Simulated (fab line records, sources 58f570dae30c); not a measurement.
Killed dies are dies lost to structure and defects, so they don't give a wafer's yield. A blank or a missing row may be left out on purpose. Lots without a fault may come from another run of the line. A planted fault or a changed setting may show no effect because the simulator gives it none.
fab line records | flow berkeley_cmos170
record lots=6 wafers=18 last_day=12
route steps=331 shown M2@277
lots that met no fault: from a run of the same line without faults
start_h: hours from the record's first day to the start of the lot's first wafer shown | wait_h: hours since the lot's step before | " the same as in the row above | L1.1+2: a row that stands for several wafers | - no value, or no start given | * or withheld: withheld | < > ~ a bound
route shown NAME@n: a module of which the file shows steps, and the number in the route of the first | usual: mean/standard deviation of fault-free wafers | same: alike in all rows | chamber/n: place in a boat | sites: the reading at each site | _std_site: their standard deviation | _edge_site: outer sites' mean less inner sites' | radius_mm: how far each site lies from the wafer's centre | mask NAME#n: copy n | behind: the tool/chamber that last shaped the wafer | hold: why the lot was held/for how many hours/how that ended | device: the transistor (n, p or np) that didn't switch | end of line: the same wafers' tests at the end of the route | a step without rows: its recipe alone | killed: dies lost to structure and defects at the first sort, not the wafer's yield | map: a wafer's dies, x killed, . not, _ none there
set.NAME: the setting as run; set.NAME@STEP: as run at that earlier step | model.NAME: the simulator's own value behind a step, which no gauge read
lots at some steps of the route; a table a step, a row a wafer
services: from which hour (start_h, from the record's first day; less than 0 if before it) a tool's chamber was out of use, for how many hours, and why
## steps
# step UCB170_M2_SOFTBAKE_06
# recipe resist=KrF temp_c=130 time_s=60
# step UCB170_M2_STRIP_07
# recipe chemistry=O2 power_w=400 pressure_mtorr=3500 platen_temp_c=withheld o2_flow_sccm=400 overash_fraction=0.5
# usual chamber_pressure_mTorr=3500/3.2 drypump_motor_current_A=5.8/0.46 oes_product_au=0.735/0.0046 strip_time_to_endpoint_s=22.00/0.067
# columns lot.wafer tool chamber start_h wait_h chamber_pressure_mTorr drypump_motor_current_A oes_product_au rf_hours_counter_h strip_time_to_endpoint_s
L120.2 plasma_asher-01 0 163.63 0.1 3503 6.1 0.736 42 22.00
L120.4 " 0 " " 3502 6.1 0.732 - 22.10
L120.6 " 0 " " 3496 6.1 0.728 - 22.05
L127.1 plasma_asher-03 0 202.83 0.1 3506 5.2 0.740 9 22.00
L127.2 " 1 " " 3502 5.3 0.734 9 21.99
L127.5 " 1 " " 3498 5.3 0.734 - 22.00
L129.4 plasma_asher-03 0 210.21 0.1 3498 5.2 0.731 - 22.07
L129.5 " 0 " " 3501 5.2 0.726 - 22.10
L129.6 " 1 " " 3501 5.3 0.733 - 22.15
L130.1 plasma_asher-03 0 210.62 0.1 3491 5.2 0.738 9 22.04
L130.3 " 0 " " 3496 5.2 0.734 - 22.07
L130.5 " 1 " " 3501 5.3 0.736 - 22.07
L132.3 plasma_asher-04 1 226.26 0.1 3504 5.6 0.725 - 22.01
L132.5 " 0 " " 3501 6.2 0.740 - 21.95
L132.6 " 1 " " 3498 5.6 0.737 - 21.97
L140.3 plasma_asher-04 0 281.79 0.1 3501 6.2 0.733 - 21.95
L140.4 " 1 " " 3498 5.6 0.736 - 21.97
L140.6 " 0 " " 3501 6.2 0.738 - 21.93
# step UCB170_M2_STRIP_08
# recipe chemistry=DMSO temp_c=80 time_s=600 material=KrF
# step UCB170_M2_COAT_09
# recipe resist=BARC temp_c=withheld time_s=withheld spin_rpm=3000 resist_thk_nm=withheld
# step UCB170_M2_COAT_10
# recipe resist=KrF spin_rpm=1500 resist_thk_nm=900
# step UCB170_M2_SOFTBAKE_11
# recipe resist=KrF temp_c=130 time_s=60
# step UCB170_M2_EXPOSE_12
# recipe mask_id=METAL2 target_cd_nm=700 na=0.5 sigma_outer=0.6 source_shape=conventional dose_mj=26
# step UCB170_M2_PEB_13
# recipe peb_temp_c=130 peb_time_s=withheld resist=KrF
# step UCB170_M2_DEVELOP_14
# recipe developer=TMAH develop_time_s=45 resist=KrF dev_temp_c=21
# step UCB170_M2_CD_MEAS_15
# recipe target_cd_nm=700
# usual cd_nm=699.8/1.2
# columns lot.wafer tool chamber start_h wait_h cd_nm
L120.2 cd_sem-01 - 165.11 - 699.8
L120.4 " - " " 698.8
L120.6 " - " " 698.7
L127.1 cd_sem-01 - 204.07 - 699.7
L127.2 " - " " 701.4
L127.5 " - " " 698.7
L129.4 cd_sem-02 - 211.35 - 700.3
L129.5 " - " " 698.4
L129.6 " - " " 699.8
L130.1 cd_sem-02 - 211.86 - 699.4
L130.3 " - " " 699.0
L130.5 " - " " 701.0
L132.3 cd_sem-02 - 228.33 - 701.0
L132.5 " - " " 700.5
L132.6 " - " " 698.9
L140.3 cd_sem-01 - 283.01 - 702.6
L140.4 " - " " 701.5
L140.6 " - " " 702.5
# step UCB170_M2_OVL_MEAS_16
# usual M2_OVL=-2/5.3
# columns lot.wafer tool chamber start_h wait_h M2_OVL[nm]
L120.2 overlay-02 - 165.22 0.1 -2
L120.4 " - " " 4
L120.6 " - " " -3
L127.1 overlay-02 - 204.19 0.1 -8
L127.2 " - " " -3
L127.5 " - " " -8
L129.4 overlay-02 - 211.43 0.1 -6
L129.5 " - " " -12
L129.6 " - " " -4
L130.1 overlay-01 - 211.98 0.1 -9
L130.3 " - " " 1
L130.5 " - " " 2
L132.3 overlay-01 - 228.43 0.1 3
L132.5 " - " " -7
L132.6 " - " " -5
L140.3 overlay-01 - 283.10 0.1 -9
L140.4 " - " " 1
L140.6 " - " " -3
# step UCB170_M2_ETCH_17
# recipe chemistry=N2/H2 target_depth_a=withheld overetch_a=withheld target=BARC time_s=withheld source_w=500 bias_w=100 pressure_mtorr=30 n2_flow_sccm=100 h2_flow_sccm=200
# usual chamber_pressure_mTorr=30.001/0.026 drypump_motor_current_A=5.7/0.41 oes_product_au=1.000/0.012 rf_fwd_power_W=495.4/1.6 throttle_valve_pct=13.26/0.15
# columns lot.wafer tool chamber start_h wait_h chamber_pressure_mTorr drypump_motor_current_A oes_product_au rf_fwd_power_W throttle_valve_pct
L120.2 rie_diel-01 2 165.25 0.0 30.008 6.0 0.997 492.6 13.20
L120.4 " 0 " " 30.015 5.7 1.003 497.3 13.38
L120.6 " 0 " " 29.997 5.7 1.019 496.9 13.38
L127.1 rie_diel-01 3 204.23 0.0 29.989 5.2 0.989 495.5 13.35
L127.2 " 2 " " 29.964 6.0 1.002 494.9 13.20
L127.5 " 1 " " 30.026 5.5 0.989 497.2 13.00
L129.4 rie_diel-03 0 211.44 0.0 29.966 6.2 1.012 495.7 13.36
L129.5 " 0 " " 30.001 6.2 0.997 494.0 13.35
L129.6 " 1 " " 29.984 5.6 0.993 493.4 13.47
L130.1 rie_diel-01 1 212.02 0.0 29.966 5.5 0.987 494.7 12.98
L130.3 " 0 " " 29.975 5.7 1.017 497.8 13.39
L130.5 " 3 " " 29.981 5.1 0.985 496.1 13.36
L132.3 rie_diel-02 0 228.45 0.0 29.979 6.3 0.981 492.0 13.22
L132.5 " 3 " " 30.038 5.9 1.013 495.6 13.06
L132.6 " 1 " " 29.995 5.2 1.009 496.6 13.35
L140.3 rie_diel-03 3 283.13 0.0 30.009 5.4 1.010 493.7 13.19
L140.4 " 1 " " 30.024 5.6 0.996 492.5 13.44
L140.6 " 2 " " 29.984 5.8 0.994 496.8 13.31
# step UCB170_M2_METAL_ETCH_18
# recipe chemistry=Cl2/BCl3 target=Al stop_on=SiO2 pressure_mtorr=12 target_depth_a=11700 over_etch_frac=0.3 time_s=195 icp_w=600 bias_w=120 Cl2_flow_sccm=90 bcl3_flow_sccm=45
# usual chamber_pressure_mTorr=12.000/0.011 drypump_motor_current_A=5.7/0.52 oes_product_au=0.860/0.0097 rf_fwd_power_W=597.9/1.8 throttle_valve_pct=24.37/0.15
# columns lot.wafer tool chamber start_h wait_h chamber_pressure_mTorr drypump_motor_current_A oes_product_au rf_fwd_power_W rf_hours_counter_h throttle_valve_pct model.KrF_of_M2_COAT_10.thk_nm model.M2.feature_depth_nm model.etch.depth_nm
L120.2 rie_metal-02 0 165.36 - 11.988 6.4 0.857 594.0 - 24.25 204.6 965.6 908.9
L120.4 " 0 " " 12.008 6.4 0.843 598.0 - 24.24 208.3 956.7 900.2
L120.6 " 0 " " 12.012 6.4 0.853 599.5 - 24.24 200.5 961.8 904.5
L127.1 rie_metal-04 0 204.27 - 12.018 5.1 0.868 598.8 5.9 24.31 212.3 959.1 901.8
L127.2 " 1 " " 11.994 6.1 0.847 598.0 2.3 24.29 218.6 955.5 899.5
L127.5 " 1 " " 11.989 6.1 0.855 595.4 - 24.29 221.2 956.8 900.9
L129.4 rie_metal-04 1 211.55 - 11.977 6.1 0.779 355.4 - 24.32 459.8 749.3 749.3
L129.5 " 0 " " 11.999 5.1 0.795 357.2 - 24.35 451 762.8 762.8
L129.6 " 1 " " 11.969 6.1 0.774 355.4 - 24.32 454.1 755.5 755.5
L130.1 rie_metal-01 1 212.06 - 11.977 5.1 0.874 598.3 2.3 24.69 220.3 963 907.7
L130.3 " 0 " " 11.993 5.7 0.860 598.1 - 24.38 218.1 959 903.4
L130.5 " 0 " " 12.001 5.7 0.873 600.2 - 24.38 221.2 965.7 910
L132.3 rie_metal-04 1 228.56 - 11.990 6.1 0.778 356.6 - 24.32 456 747.7 747.7
L132.5 " 1 " " 11.991 6.1 0.781 359.1 - 24.32 455.8 754 754
L132.6 " 0 " " 12.005 5.1 0.787 357.6 - 24.35 450.5 765.2 765.2
L140.3 rie_metal-01 1 283.23 - 12.004 5.1 0.877 597.7 - 24.70 229.7 959.1 904.8
L140.4 " 0 " " 12.004 5.7 0.857 597.4 - 24.39 220.3 953.8 898.2
L140.6 " 0 " " 12.005 5.7 0.866 601.8 - 24.39 221.3 965.6 910
# step UCB170_M2_STRIP_19
# recipe chemistry=O2 power_w=400 pressure_mtorr=3500 platen_temp_c=withheld o2_flow_sccm=400 overash_fraction=0.5
# usual chamber_pressure_mTorr=3500/3.1 drypump_motor_current_A=5.7/0.43 oes_product_au=0.542/0.0095
# columns lot.wafer tool chamber start_h wait_h chamber_pressure_mTorr drypump_motor_current_A oes_product_au rf_hours_counter_h
L120.2 plasma_asher-04 0 165.67 0.2 3493 6.1 0.533 44
L120.4 " 1 " " 3501 5.6 0.539 -
L120.6 " 1 " " 3496 5.7 0.532 -
L127.1 plasma_asher-01 1 204.46 0.1 3499 6.3 0.537 47
L127.2 " 0 " " 3505 6.1 0.548 47
L127.5 " 0 " " 3499 6.1 0.548 -
L129.4 plasma_asher-04 1 211.71 0.1 3495 5.6 0.722 -
L129.5 " 0 " " 3498 6.1 0.716 -
L129.6 " 1 " " 3503 5.6 0.720 -
L130.1 plasma_asher-03 1 212.25 0.1 3502 5.2 0.550 9
L130.3 " 0 " " 3498 5.2 0.552 -
L130.5 " 1 " " 3500 5.2 0.557 -
L132.3 plasma_asher-03 0 228.71 0.1 3504 5.2 0.727 -
L132.5 " 0 " " 3502 5.2 0.720 -
L132.6 " 1 " " 3505 5.3 0.718 -
L140.3 plasma_asher-04 1 283.39 0.1 3500 5.7 0.566 -
L140.4 " 0 " " 3501 6.2 0.560 -
L140.6 " 0 " " 3498 6.2 0.549 -
# step UCB170_M2_CD_MEAS_90
# recipe target_cd_nm=700
# usual cd_nm=699.7/2.3
# columns lot.wafer tool chamber start_h wait_h cd_nm
L120.2 cd_sem-02 - 165.79 0.1 698.5
L120.4 " - " " 700.1
L120.6 " - " " 698.3
L127.1 cd_sem-02 - 204.56 0.1 700.8
L127.2 " - " " 699.5
L127.5 " - " " 703.2
L129.4 cd_sem-01 - 211.83 0.1 719.8
L129.5 " - " " 718.1
L129.6 " - " " 716.4
L130.1 cd_sem-01 - 212.35 0.1 699.9
L130.3 " - " " 700.2
L130.5 " - " " 700.9
L132.3 cd_sem-01 - 228.82 0.1 723.0
L132.5 " - " " 720.7
L132.6 " - " " 718.4
L140.3 cd_sem-02 - 283.50 0.1 702.0
L140.4 " - " " 700.8
L140.6 " - " " 698.9
## services
# columns tool chamber start_h hours kind
plasma_asher-03 - 144.91 1.1 repair
rie_diel-03 0 147.03 - clean
rie_diel-03 0 147.03 20.4 scheduled_down
rie_diel-03 0 147.03 20.4 vent_cycle
rie_metal-02 1 152.02 - clean
rie_metal-02 1 152.02 21.0 scheduled_down
rie_metal-02 1 152.02 21.0 vent_cycle
rie_diel-03 3 154.94 2.8 repair
plasma_asher-03 - 164.81 1.9 repair
rie_metal-02 - 180.77 0.7 repair
rie_diel-02 - 184.79 0.3 repair
rie_diel-01 - 204.77 0.5 repair
rie_diel-01 2 206.85 33.7 repair
rie_diel-03 1 212.57 9.3 repair
rie_metal-04 0 214.46 1.2 repair
rie_diel-01 1 218.98 5.3 repair
rie_diel-02 2 225.12 16.6 repair
rie_diel-03 1 234.97 16.4 repair
rie_metal-01 - 241.49 2.8 pm
rie_diel-03 2 242.32 17.6 repair
rie_diel-03 - 247.00 2.8 pm
rie_metal-04 1 252.90 11.0 repair
rie_diel-03 0 258.47 8.9 repair
plasma_asher-04 - 268.07 2.8 pm
## key
first_sign step=UCB170_M2_METAL_ETCH_18 reading=rf_fwd_power_W direction=down sigmas=99+ usual=597.9 struck=356.9
effect step=UCB170_M2_METAL_ETCH_18 reading=oes_product_au direction=down sigmas=8.1 usual=0.860 struck=0.782
effect step=UCB170_M2_STRIP_19 reading=oes_product_au direction=up sigmas=19 usual=0.542 struck=0.720
effect step=UCB170_M2_CD_MEAS_90 reading=cd_nm direction=up sigmas=8.4 usual=699.7 struck=719.4
model_effect step=UCB170_M2_METAL_ETCH_18 value=KrF_of_M2_COAT_10.thk_nm without=206.9 struck=454.5
met_at UCB170_M2_METAL_ETCH_18
struck_wafers L129.4,L129.5,L129.6,L132.3,L132.5,L132.6
later_rows_left_out L129.4,L129.5,L129.6,L132.3,L132.5,L132.6
sort_left_out L129.4,L129.5,L129.6,L132.3,L132.5,L132.6
onset_between 204.27 211.55
fault kind=process_parameter_drift tool=rie_metal-04 chamber=- onset_h=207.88 steps=UCB170_M2_METAL_ETCH_18 channel=icp_w offset=-240 shape=step end_h=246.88 acts_in=these_recipes_only stated=600
# sort_left_out: the simulated sort isn't trusted on such a fault, so these wafers' sort isn't shown, and their yield isn't known
# later_rows_left_out: the simulator's readings of these wafers behind a module that went badly wrong aren't trusted and aren't shown, but for the sort
